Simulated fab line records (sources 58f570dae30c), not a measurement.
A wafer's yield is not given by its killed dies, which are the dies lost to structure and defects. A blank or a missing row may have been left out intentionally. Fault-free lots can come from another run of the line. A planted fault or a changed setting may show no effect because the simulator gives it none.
Which tool is to blame? -- flow berkeley cmos170 -- route of 331 steps, sampled at 1 step: 14 lots, 42 wafers

== WHAT THE GAUGES SHOWED, per wafer ==
UCB170_SDANNEAL_RS_MEAS_03: measurement is done with a four-point probe.
lot,measured,on,NSD_RS (ohm/sq)
L234,day 6 11:25,film metro-04,37.12 37.07 37.01
L236,day 6 21:40,film metro-02,37.30 37.29 37.23
L235,day 6 21:53,film metro-04,37.07 37.09 37.07
L238,day 7 01:35,film metro-02,37.29 37.27 37.41
L239,day 7 01:47,film metro-04,37.19 37.16 37.17
L237,day 7 01:59,film metro-03,37.22 37.16 37.13
L241,day 7 19:02,film metro-02,37.20 37.24 37.31
L244,day 9 02:31,film metro-03,37.17 37.30 37.16
L248,day 9 20:09,film metro-04,37.23 37.19 37.14
L247,day 9 20:19,film metro-02,37.27 37.31 37.23
L252,day 10 17:57,film metro-02,37.31 37.11 37.25
L254,day 11 09:49,film metro-02,37.36 37.32 37.45
L255,day 11 10:25,film metro-04,37.04 37.13 37.25
L257,day 12 15:53,film metro-02,37.27 37.45 37.33

== WHICH TOOL RAN EACH LOT (tool, then ch and the chambers of the sampled wafers, then the start) ==
No process step before these readings appears in the record.

== WHAT THE TOOLS THEMSELVES READ (means of the sampled wafers that have a number; where no wafer has one, the mark that the record gives instead) ==
The record holds no such reading with a usual standard deviation.

== THE ANSWER, worked out from the rows above alone ==
Rule: the usual values come from the lots themselves. Put in order of their means at a reading, lots are off if they are a third of the lots or fewer, leave a main group of 4 or more, and stand apart from it by a gap of 3 or more times the standard deviation of the main group's means; of several such gaps the widest counts. If all means in a main group match to the digits the tables above print for the reading, that group is not used. Also off: a lot with no number at a reading for which 4 or more lots have one. The other lots that the step has rows for count as sound. Order of review: gauges by route order, followed by the tools' own readings, for which a lot's mean as printed above is used. The first step at which some lot is off is used, and at that step the reading that is off furthest; a lot without a number counts as furthest.
None of the lots is off at any reading shown; this tells nothing.

== WHAT THE SIMULATOR HAD INSERTED ==
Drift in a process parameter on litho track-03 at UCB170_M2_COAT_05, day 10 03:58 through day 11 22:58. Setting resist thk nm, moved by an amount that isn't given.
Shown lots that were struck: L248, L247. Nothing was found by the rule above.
